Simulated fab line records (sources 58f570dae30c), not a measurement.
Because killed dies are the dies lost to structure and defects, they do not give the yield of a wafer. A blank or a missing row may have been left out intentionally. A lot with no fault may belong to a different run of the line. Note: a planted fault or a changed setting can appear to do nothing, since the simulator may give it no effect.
Struck lot and sound lot, side by side :: flow berkeleyCmos170 :: 14 out of 331 route steps
Sound: wafers L930.1, L930.2, L930.6. The struck wafers were L924.1, L924.2, L924.4. Last of all comes the cause.
At each step with rows: each side's tool, then ch and its chambers, then its first start. Under that, the readings that differ: sound wafers :: struck wafers :: difference of the means :: sigmas: that difference in standard deviations of wafers without a fault.
alike: readings whose means differ by less than 2 such deviations, and words and numbers that are the same on both sides. not compared: withheld readings, readings that some wafer has no value for, bounds like >300 that may hide the same value, and numbers for which the record gives no deviation and whose values overlap.
A row with sigmas, a row that says differs or no value, or rows on one side alone: a step with any of these is where the two part. Non-overlapping numbers with no deviation appear without sigmas and do not part them. Lack of a reading on every wafer of one side parts them only where that side has two or more wafers.

first, 7 steps without rows for these wafers: UCB170_START_ANNEAL_04 (time 1200 s); UCB170_ZERO_HMDS_00 (prime time 60 s); UCB170_ZERO_COAT_01 (resist thk 900 nm); UCB170_ZERO_SOFTBAKE_02 (time 60 s); UCB170_ZERO_EXPOSE_03 (exposes mask PM MARKS, target cd 4000 nm); UCB170_ZERO_PEB_04; UCB170_ZERO_DEVELOP_05 (develop time 45 s).
UCB170_ZERO_ETCH_06: etches SiO2 in CHF3/CF4/Ar, time 12 s.
  sound on rieDiel-03 ch 0,3, day 5 13:19; struck on rieDiel-03 ch 1,2,3, day 4 03:40
  alike: drypumpMotorCurrentA, oesProductAu, throttleValvePct
  not compared: rfHoursCounterH
UCB170_ZERO_STRIP_07: strips in O2.
  sound on plasmaAsher-02 ch 0,1, day 5 13:21; struck on plasmaAsher-01 ch 0,1, day 4 03:42
  alike: drypumpMotorCurrentA, oesProductAu, stripTimeToEndpointS
  not compared: rfHoursCounterH
then, 2 steps without rows for these wafers: UCB170_NWELL_WET_ETCH_00 (etches SiO2 in dHF, time 200 s); UCB170_NWELL_OXIDATION_01 (target thk 26.4 nm, ox time 1260 s).
UCB170_NWELL_THK_MEAS_02:
  sound on filmMetro-04, day 5 19:27; struck on filmMetro-04, day 4 09:28
  alike: NWELL_OXIDE_THK
UCB170_NWELL_ANNEAL_03: time 900 s.
  struck on furnace-04, day 4 10:11; sound on furnace-04 ch 0, day 6 01:49
  no value came back on the struck wafers for spikeTcCentreC (C), spikeTcLoadC (C), zonePowerSourcePct (%); on the sound wafers spikeTcCentreC (C) reads 1005.1 1003.5 1004.1
then, 1 step without rows for these wafers: UCB170_NWELL_CVD_04 (deposits Si3N4 from SiH2Cl2/NH3, target thk 224 nm, time 3360 s).

== WHERE THEY PART ==
Within this record, at UCB170_NWELL_ANNEAL_03 only.

WHY: the cause the simulator had injected
Entire step skipped (furnace-04, UCB170_NWELL_ANNEAL_03), from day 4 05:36 onward. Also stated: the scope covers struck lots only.
